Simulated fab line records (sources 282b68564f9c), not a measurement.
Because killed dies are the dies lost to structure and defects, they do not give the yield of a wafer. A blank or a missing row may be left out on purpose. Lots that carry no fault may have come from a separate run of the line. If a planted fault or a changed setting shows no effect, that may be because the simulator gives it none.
fab line records + flow rit_cmos
record:
- lots: 13
- wafers: 39
- last_day: 7
route steps=202 shown M1@190
lots with no fault: from the same line, run without faults
start_h: the number of hours between the record's first day and the start of the first shown wafer of the lot + wait_h: how many hours have passed since the lot's step before this one + " same as the row above + L1.1+2: a row that stands for several wafers + - no value, or no start was given + * or withheld: withheld + < > ~ a bound
route shown NAME@n: names a module that has steps shown in the file, with the first one's number in the route + usual: the fault-free wafers' mean and standard deviation + same: alike in all rows + chamber/n: place in a boat + sites: per-site readings + _std_site: standard deviation of those values + _edge_site: mean of outer sites minus mean of inner sites + radius_mm: for every site, how far away it sits from the centre of the wafer + mask NAME#n: copy n + behind: the tool/chamber that last shaped the wafer + hold: cause of the lot's hold/its duration in hours/its outcome + device: the transistor (n, p or np) that didn't switch + end of line: at the end of the route, the tests of the same wafers + a step without rows: its recipe alone + killed: the dies lost at the first sort to structure and to defects; this is not the yield of the wafer + map: shows each die of a wafer: x if killed, . if not, _ if none is there
set.NAME: the setting that was run; set.NAME@STEP: the one run at that earlier step + model.NAME: the simulator's own value behind a step, which no gauge read
a sample of lots followed through the steps of the route, with each step as a table and each wafer as a row
services: a tool's chamber out of use, with start hour (start_h, from the record's first day; less than 0 if before it), hours out, and reason
== steps ==
step: RIT_M1_EXPOSE_06
recipe:
- mask_id: M12
- na: 0.6
- source_shape: conventional
- sigma_outer: 0.5
- target_cd_nm: 2600
- dose_mj: 250
| lot.wafer  | tool             | chamber | start_h | wait_h | mask     |
|------------|------------------|---------|---------|--------|----------|
| L957.1+3+6 | iline_stepper-01 | 0       | 58.44   | 0.1    | M12#0    |
| L958.1+3+6 | iline_stepper-01 | 0       | 60.81   | 0.1    | M12#0    |
| L959.1+5+6 | iline_stepper-01 | 0       | 69.95   | 0.1    | M12#0    |
| L960.1+3+4 | iline_stepper-01 | 0       | 72.94   | 0.1    | M12#0    |
| L962.1+4+5 | iline_stepper-01 | 0       | 81.00   | 0.1    | M12#0    |
| L964.1+4+5 | iline_stepper-02 | 0       | 89.47   | 0.1    | M12#0    |
| L965.3+4+6 | iline_stepper-01 | 0       | 98.41   | 0.2    | M12_R1#0 |
| L975.2+5+6 | iline_stepper-02 | 0       | 149.39  | 0.1    | M12#0    |
| L976.4+5+6 | iline_stepper-01 | 0       | 151.54  | 0.2    | M12#0    |
| L977.1+3+6 | iline_stepper-02 | 0       | 159.07  | 0.2    | M12#0    |
| L978.1+4+6 | iline_stepper-01 | 0       | 160.71  | 0.2    | M12#0    |
| L979.4+5+6 | iline_stepper-02 | 0       | 170.87  | 0.2    | M12#0    |
| L980.2+3+6 | iline_stepper-01 | 0       | 175.49  | 0.2    | M12#0    |
step: RIT_M1_CD_MEAS_09
recipe:
- target_cd_nm: 2600
usual:
- cd_nm: 2600.4/2.4
| lot.wafer | tool      | chamber | start_h | wait_h | hold                     | cd_nm  |
|-----------|-----------|---------|---------|--------|--------------------------|--------|
| L957.1    | cd_sem-02 | -       | 58.87   | -      | -                        | 2603.1 |
| L957.3    | "         | -       | "       | "      | -                        | 2602.4 |
| L957.6    | "         | -       | "       | "      | -                        | 2604.0 |
| L958.1    | cd_sem-02 | -       | 61.24   | -      | -                        | 2598.7 |
| L958.3    | "         | -       | "       | "      | -                        | 2600.8 |
| L958.6    | "         | -       | "       | "      | -                        | 2599.3 |
| L959.1    | cd_sem-01 | -       | 70.46   | -      | -                        | 2598.5 |
| L959.5    | "         | -       | "       | "      | -                        | 2598.8 |
| L959.6    | "         | -       | "       | "      | -                        | 2599.5 |
| L960.1    | cd_sem-02 | -       | 73.37   | -      | -                        | 2600.8 |
| L960.3    | "         | -       | "       | "      | -                        | 2602.0 |
| L960.4    | "         | -       | "       | "      | -                        | 2599.8 |
| L962.1    | cd_sem-02 | -       | 81.43   | -      | -                        | 2598.2 |
| L962.4    | "         | -       | "       | "      | -                        | 2598.5 |
| L962.5    | "         | -       | "       | "      | -                        | 2597.2 |
| L964.1    | cd_sem-01 | -       | 89.90   | -      | -                        | 2601.9 |
| L964.4    | "         | -       | "       | "      | -                        | 2600.2 |
| L964.5    | "         | -       | "       | "      | -                        | 2602.7 |
| L965.3    | cd_sem-02 | -       | 98.84   | -      | await_dispo/0.2h/release | 2248.6 |
| L965.4    | "         | -       | "       | "      | await_dispo/0.2h/release | 2248.3 |
| L965.6    | "         | -       | "       | "      | await_dispo/0.2h/release | 2249.2 |
| L965.3    | cd_sem-02 | -       | 99.12   | 0.3    | -                        | 2248.6 |
| L965.4    | "         | -       | "       | "      | -                        | 2248.4 |
| L965.6    | "         | -       | "       | "      | -                        | 2249.2 |
| L975.2    | cd_sem-01 | -       | 149.91  | -      | -                        | 2596.0 |
| L975.5    | "         | -       | "       | "      | -                        | 2597.5 |
| L975.6    | "         | -       | "       | "      | -                        | 2598.8 |
| L976.4    | cd_sem-02 | -       | 151.97  | -      | -                        | 2603.3 |
| L976.5    | "         | -       | "       | "      | -                        | 2604.4 |
| L976.6    | "         | -       | "       | "      | -                        | 2606.0 |
| L977.1    | cd_sem-02 | -       | 159.50  | -      | -                        | 2601.1 |
| L977.3    | "         | -       | "       | "      | -                        | 2600.8 |
| L977.6    | "         | -       | "       | "      | -                        | 2597.0 |
| L978.1    | cd_sem-01 | -       | 161.14  | -      | -                        | 2600.6 |
| L978.4    | "         | -       | "       | "      | -                        | 2599.0 |
| L978.6    | "         | -       | "       | "      | -                        | 2597.7 |
| L979.4    | cd_sem-02 | -       | 171.30  | -      | -                        | 2603.0 |
| L979.5    | "         | -       | "       | "      | -                        | 2604.3 |
| L979.6    | "         | -       | "       | "      | -                        | 2601.2 |
| L980.2    | cd_sem-01 | -       | 175.93  | -      | -                        | 2597.6 |
| L980.3    | "         | -       | "       | "      | -                        | 2597.9 |
| L980.6    | "         | -       | "       | "      | -                        | 2597.6 |
step: RIT_M1_PROBE_99
usual:
- defect_limited_yield: 97.4/1.2
- killed_at_contacts: 0.1/0.32
- killed_at_front_end: 7/3
- killed_dies: 7/3.1
- killed_open: 3.3/1.8
- killed_short: 3.6/2
- sort_bin_3_pad_short: 0.1/0.22
- sort_bin_5_function: 1.4/0.84
- sort_bin_6_memory: 1.0/0.67
- sort_n_pass: 257/3.1
- sort_yield_pct: 97.4/1.2
same:
- gross_dies: 264
- killed_at_M0_to_M3: 0
- killed_at_M4_up: 0
- killed_at_back_side: 0
- killed_at_other: 0
| lot.wafer | tool      | chamber | start_h | wait_h | defect_limited_yield[%] | killed_at_contacts | killed_at_front_end | killed_dies | killed_open | killed_short | sort_bin_3_pad_short[%] | sort_bin_5_function[%] | sort_bin_6_memory[%] | sort_n_pass | sort_yield_pct[%] |
|-----------|-----------|---------|---------|--------|-------------------------|--------------------|---------------------|-------------|-------------|--------------|-------------------------|------------------------|----------------------|-------------|-------------------|
| L957.1    | prober-01 | -       | 61.54   | 0.1    | 98.5                    | 0                  | 4                   | 4           | 3           | 1            | 0                       | 0.8                    | 0.8                  | 260         | 98.5              |
| L957.3    | prober-01 | -       | 61.64   | 0.2    | 96.2                    | 1                  | 9                   | 10          | 6           | 4            | 0                       | 2.3                    | 1.5                  | 254         | 96.2              |
| L957.6    | prober-01 | -       | 61.79   | 0.2    | 95.5                    | 0                  | 12                  | 12          | 4           | 8            | 0                       | 2.7                    | 1.9                  | 252         | 95.5              |
| L958.1    | prober-02 | -       | 63.92   | 0.1    | 98.5                    | 0                  | 4                   | 4           | 3           | 1            | 0                       | 0.8                    | 0.8                  | 260         | 98.5              |
| L958.3    | prober-02 | -       | 64.02   | 0.2    | 96.2                    | 0                  | 10                  | 10          | 3           | 7            | 0                       | 2.7                    | 1.1                  | 254         | 96.2              |
| L958.6    | prober-02 | -       | 64.17   | 0.2    | 96.2                    | 0                  | 10                  | 10          | 5           | 5            | 0                       | 2.3                    | 1.5                  | 254         | 96.2              |
| L959.1    | prober-01 | -       | 73.47   | 0.1    | 97.3                    | 0                  | 7                   | 7           | 4           | 3            | 0                       | 1.5                    | 1.1                  | 257         | 97.3              |
| L959.5    | prober-01 | -       | 73.67   | 0.2    | 95.5                    | 0                  | 12                  | 12          | 6           | 6            | 0                       | 3.4                    | 1.1                  | 252         | 95.5              |
| L959.6    | prober-01 | -       | 73.72   | 0.2    | 96.6                    | 0                  | 9                   | 9           | 5           | 4            | 0                       | 1.5                    | 1.9                  | 255         | 96.6              |
| L960.1    | prober-02 | -       | 76.03   | 0.1    | 97.0                    | 0                  | 8                   | 8           | 5           | 3            | 0                       | 2.3                    | 0.8                  | 256         | 97.0              |
| L960.3    | prober-02 | -       | 76.13   | 0.2    | 95.8                    | 0                  | 11                  | 11          | 5           | 6            | 0                       | 3.0                    | 1.1                  | 253         | 95.8              |
| L960.4    | prober-02 | -       | 76.18   | 0.2    | 96.2                    | 0                  | 10                  | 10          | 6           | 4            | 0.4                     | 2.7                    | 0.8                  | 254         | 96.2              |
| L962.1    | prober-02 | -       | 84.45   | 0.1    | 98.1                    | 0                  | 5                   | 5           | 2           | 3            | 0                       | 1.1                    | 0.8                  | 259         | 98.1              |
| L962.4    | prober-02 | -       | 84.60   | 0.2    | 99.6                    | 1                  | 0                   | 1           | 0           | 1            | 0                       | 0.4                    | 0                    | 263         | 99.6              |
| L962.5    | prober-02 | -       | 84.65   | 0.2    | 97.3                    | 0                  | 7                   | 7           | 5           | 2            | 0                       | 1.5                    | 1.1                  | 257         | 97.3              |
| L964.1    | prober-02 | -       | 92.56   | 0.1    | 96.6                    | 0                  | 9                   | 9           | 3           | 6            | 0                       | 1.5                    | 1.9                  | 255         | 96.6              |
| L964.4    | prober-02 | -       | 92.71   | 0.2    | 97.0                    | 0                  | 8                   | 8           | 5           | 3            | 0.8                     | 0.4                    | 1.9                  | 256         | 97.0              |
| L964.5    | prober-02 | -       | 92.76   | 0.2    | 97.3                    | 0                  | 7                   | 7           | 4           | 3            | 0                       | 1.5                    | 1.1                  | 257         | 97.3              |
| L975.2    | prober-01 | -       | 152.62  | 0.1    | 97.0                    | 0                  | 8                   | 8           | 2           | 6            | 0.4                     | 1.9                    | 0.8                  | 256         | 97.0              |
| L975.5    | prober-01 | -       | 152.77  | 0.2    | 98.9                    | 0                  | 3                   | 3           | 2           | 1            | 0                       | 0.8                    | 0.4                  | 261         | 98.9              |
| L975.6    | prober-01 | -       | 152.82  | 0.2    | 97.3                    | 0                  | 7                   | 7           | 3           | 4            | 0                       | 2.3                    | 0.4                  | 257         | 97.3              |
| L976.4    | prober-02 | -       | 154.74  | 0.2    | 98.1                    | 0                  | 5                   | 5           | 2           | 3            | 0                       | 1.1                    | 0.8                  | 259         | 98.1              |
| L976.5    | prober-02 | -       | 154.79  | 0.2    | 98.5                    | 0                  | 4                   | 4           | 1           | 3            | 0                       | 1.5                    | 0                    | 260         | 98.5              |
| L976.6    | prober-02 | -       | 154.84  | 0.2    | 97.3                    | 0                  | 7                   | 7           | 3           | 4            | 0                       | 1.9                    | 0.8                  | 257         | 97.3              |
| L977.1    | prober-01 | -       | 162.37  | 0.1    | 97.7                    | 0                  | 6                   | 6           | 4           | 2            | 0.4                     | 1.5                    | 0.4                  | 258         | 97.7              |
| L977.3    | prober-01 | -       | 162.47  | 0.2    | 98.5                    | 0                  | 4                   | 4           | 3           | 1            | 0                       | 0.8                    | 0.8                  | 260         | 98.5              |
| L977.6    | prober-01 | -       | 162.62  | 0.2    | 99.2                    | 0                  | 2                   | 2           | 1           | 1            | 0.4                     | 0.4                    | 0                    | 262         | 99.2              |
| L978.1    | prober-02 | -       | 163.87  | 0.1    | 97.3                    | 2                  | 5                   | 7           | 3           | 3            | 0                       | 1.9                    | 0.8                  | 257         | 97.3              |
| L978.4    | prober-02 | -       | 164.02  | 0.2    | 97.0                    | 0                  | 8                   | 8           | 3           | 5            | 0.4                     | 1.5                    | 1.1                  | 256         | 97.0              |
| L978.6    | prober-02 | -       | 164.12  | 0.2    | 97.0                    | 0                  | 8                   | 8           | 3           | 5            | 0.4                     | 0.8                    | 1.9                  | 256         | 97.0              |
| L979.4    | prober-01 | -       | 174.29  | 0.2    | 97.3                    | 0                  | 7                   | 7           | 2           | 4            | 0.8                     | 1.1                    | 0.8                  | 257         | 97.3              |
| L979.5    | prober-01 | -       | 174.34  | 0.2    | 96.6                    | 0                  | 9                   | 9           | 5           | 4            | 0.8                     | 0.8                    | 1.9                  | 255         | 96.6              |
| L979.6    | prober-01 | -       | 174.39  | 0.2    | 97.7                    | 0                  | 6                   | 6           | 4           | 2            | 0.4                     | 1.1                    | 0.8                  | 258         | 97.7              |
| L980.2    | prober-02 | -       | 178.62  | 0.1    | 97.3                    | 0                  | 7                   | 7           | 2           | 5            | 0                       | 1.9                    | 0.8                  | 257         | 97.3              |
| L980.3    | prober-02 | -       | 178.67  | 0.2    | 96.2                    | 0                  | 10                  | 10          | 5           | 5            | 0                       | 3.0                    | 0.8                  | 254         | 96.2              |
| L980.6    | prober-02 | -       | 178.82  | 0.2    | 95.5                    | 0                  | 12                  | 12          | 5           | 7            | 0.4                     | 1.9                    | 2.3                  | 252         | 95.5              |
killed by level:class
L957.1 SPACER:geometric_particle:open=2 GATE:geometric_particle:open=1 SPACER:geometric_particle:short=1
L957.3 FOX1:geometric_particle:open=2 SILICIDE:geometric_particle:open=2 GATE:geometric_particle:short=2 FOX1:geometric_particle:short=1 REOX:geometric_particle:short=1 SPACER:geometric_particle:open=1 CONTACT:geometric_particle:open=1
L957.6 GATE:geometric_particle:short=5 FOX1:geometric_particle:short=2 FOX2:geometric_particle:short=1 FOX2:geometric_particle:open=1 GATE:geometric_particle:open=1 REOX:geometric_particle:open=1 SPACER:geometric_particle:open=1
L958.1 SPACER:geometric_particle:open=2 FOX1:geometric_particle:open=1 SPACER:geometric_particle:short=1
L958.3 GATE:geometric_particle:short=3 SPACER:geometric_particle:short=2 FOX1:geometric_particle:open=1 FOX1:geometric_particle:short=1 GATE:geometric_particle:open=1 REOX:geometric_particle:short=1 SILICIDE:geometric_particle:open=1
L958.6 GATE:geometric_particle:short=3 FOX1:geometric_particle:open=2 GATE:geometric_particle:open=1 REOX:geometric_particle:short=1 SPACER:geometric_particle:open=1 SILICIDE:geometric_particle:open=1 SILICIDE:geometric_particle:short=1
L959.1 FOX1:geometric_particle:open=1 FOX2:geometric_particle:open=1 GATE:geometric_particle:short=1 REOX:geometric_particle:short=1 REOX:geometric_particle:open=1 SPACER:geometric_particle:open=1 SILICIDE:geometric_particle:short=1
L959.5 SPACER:geometric_particle:open=3 GATE:geometric_particle:open=2 SPACER:geometric_particle:short=2 FOX1:geometric_particle:short=1 GATE:geometric_particle:short=1 REOX:geometric_particle:short=1 SILICIDE:geometric_particle:open=1 SILICIDE:geometric_particle:short=1
L959.6 GATE:geometric_particle:open=4 REOX:geometric_particle:short=3 SPACER:geometric_particle:open=1 SPACER:geometric_particle:short=1
L960.1 FOX1:geometric_particle:open=3 SILICIDE:geometric_particle:open=2 GATE:geometric_particle:short=1 SPACER:geometric_particle:short=1 SILICIDE:geometric_particle:short=1
L960.3 GATE:geometric_particle:short=3 FOX1:geometric_particle:open=2 FOX1:geometric_particle:short=1 GATE:geometric_particle:open=1 REOX:geometric_particle:short=1 SPACER:geometric_particle:open=1 SILICIDE:geometric_particle:short=1 SILICIDE:geometric_particle:open=1
L960.4 GATE:geometric_particle:open=4 FOX1:geometric_particle:short=2 REOX:geometric_particle:short=2 FOX1:geometric_particle:open=1 REOX:geometric_particle:open=1
L962.1 FOX1:geometric_particle:short=1 REOX:geometric_particle:open=1 REOX:geometric_particle:short=1 SPACER:geometric_particle:open=1 SPACER:geometric_particle:short=1
L962.4 CONTACT:geometric_particle:short=1
L962.5 GATE:geometric_particle:open=3 FOX1:geometric_particle:open=1 FOX1:geometric_particle:short=1 GATE:geometric_particle:short=1 REOX:geometric_particle:open=1
L964.1 GATE:geometric_particle:open=2 REOX:geometric_particle:short=2 SPACER:geometric_particle:short=2 FOX1:geometric_particle:short=1 GATE:geometric_particle:short=1 REOX:geometric_particle:open=1
L964.4 SPACER:geometric_particle:open=2 FOX2:geometric_particle:short=1 FOX2:geometric_particle:open=1 GATE:geometric_particle:open=1 GATE:geometric_particle:short=1 REOX:geometric_particle:open=1 SILICIDE:geometric_particle:short=1
L964.5 GATE:geometric_particle:short=2 FOX1:geometric_particle:open=1 FOX1:geometric_particle:short=1 FOX2:geometric_particle:open=1 GATE:geometric_particle:open=1 REOX:geometric_particle:open=1
L975.2 FOX1:geometric_particle:short=2 GATE:geometric_particle:open=2 SPACER:geometric_particle:short=2 FOX2:geometric_particle:short=1 GATE:geometric_particle:short=1
L975.5 SPACER:geometric_particle:open=2 SPACER:geometric_particle:short=1
L975.6 FOX1:geometric_particle:short=2 FOX1:geometric_particle:open=1 FOX2:geometric_particle:open=1 GATE:geometric_particle:open=1 REOX:geometric_particle:short=1 SPACER:geometric_particle:short=1
L976.4 GATE:geometric_particle:short=3 FOX1:geometric_particle:open=1 REOX:geometric_particle:open=1
L976.5 FOX1:geometric_particle:short=1 GATE:geometric_particle:short=1 GATE:geometric_particle:open=1 SILICIDE:geometric_particle:short=1
L976.6 GATE:geometric_particle:short=2 FOX1:geometric_particle:short=1 FOX1:geometric_particle:open=1 GATE:geometric_particle:open=1 REOX:geometric_particle:open=1 SPACER:geometric_particle:short=1
L977.1 GATE:geometric_particle:open=3 FOX1:geometric_particle:open=1 FOX1:geometric_particle:short=1 REOX:geometric_particle:short=1
L977.3 GATE:geometric_particle:open=2 REOX:geometric_particle:open=1 REOX:geometric_particle:short=1
L977.6 GATE:geometric_particle:open=1 SPACER:geometric_particle:short=1
L978.1 GATE:geometric_particle:open=2 FOX1:geometric_particle:short=1 SPACER:geometric_particle:open=1 SILICIDE:geometric_particle:short=1 CONTACT:geometric_particle:short=1 CONTACT:coat_microbubble_printed=1
L978.4 GATE:geometric_particle:short=3 FOX1:geometric_particle:short=2 FOX1:geometric_particle:open=1 GATE:geometric_particle:open=1 REOX:geometric_particle:open=1
L978.6 GATE:geometric_particle:short=3 FOX1:geometric_particle:short=1 GATE:geometric_particle:open=1 REOX:geometric_particle:open=1 SPACER:geometric_particle:short=1 SILICIDE:geometric_particle:open=1
L979.4 SPACER:geometric_particle:short=3 ACTIVE:geometric_particle:open=1 FOX1:geometric_particle:short=1 GATE:geometric_particle:open=1 PRETRO:coat_microbubble_printed=1
L979.5 REOX:geometric_particle:open=3 FOX1:geometric_particle:short=1 FOX1:geometric_particle:open=1 FOX2:geometric_particle:short=1 GATE:geometric_particle:short=1 GATE:geometric_particle:open=1 REOX:geometric_particle:short=1
L979.6 SPACER:geometric_particle:open=2 FOX1:geometric_particle:open=1 FOX1:geometric_particle:short=1 GATE:geometric_particle:short=1 SILICIDE:geometric_particle:open=1
L980.2 GATE:geometric_particle:short=4 SPACER:geometric_particle:open=1 SILICIDE:geometric_particle:short=1 SILICIDE:geometric_particle:open=1
L980.3 GATE:geometric_particle:open=4 FOX1:geometric_particle:short=2 GATE:geometric_particle:short=2 REOX:geometric_particle:short=1 REOX:geometric_particle:open=1
L980.6 FOX1:geometric_particle:short=4 GATE:geometric_particle:open=2 FOX1:geometric_particle:open=1 FOX2:geometric_particle:short=1 GATE:geometric_particle:short=1 REOX:geometric_particle:open=1 SPACER:geometric_particle:short=1 SILICIDE:geometric_particle:open=1
== services ==
| tool             | chamber | start_h | hours | kind        |
|------------------|---------|---------|-------|-------------|
| iline_stepper-01 | -       | 35.95   | 1.7   | pm          |
| iline_stepper-02 | 0       | 58.50   | -     | calibration |
| iline_stepper-01 | -       | 90.75   | 4.4   | pm          |
| iline_stepper-02 | -       | 97.09   | 1.7   | pm          |
== key ==
first_sign:
- step: RIT_M1_EXPOSE_06
- reading: mask
- direction: changed
effect:
- step: RIT_M1_CD_MEAS_09
- reading: visit
- direction: added
effect:
- step: RIT_M1_CD_MEAS_09
- reading: cd_nm
- direction: down
- sigmas: 99+
- usual: 2600.4
- struck: 2248.7
met_at RIT_M1_EXPOSE_06
struck_lots L965
scrapped_behind RIT_M1_CD_MEAS_09 L965.3,L965.4,L965.6
onset_between 81.00 98.41
fault:
- kind: wrong_mask
- tool: any
- chamber: -
- onset_h: 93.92
- steps: RIT_M1_EXPOSE_06
- aux_copy: M12_R1#0
- cd_offset_nm: -350
- scope: struck_lots_only
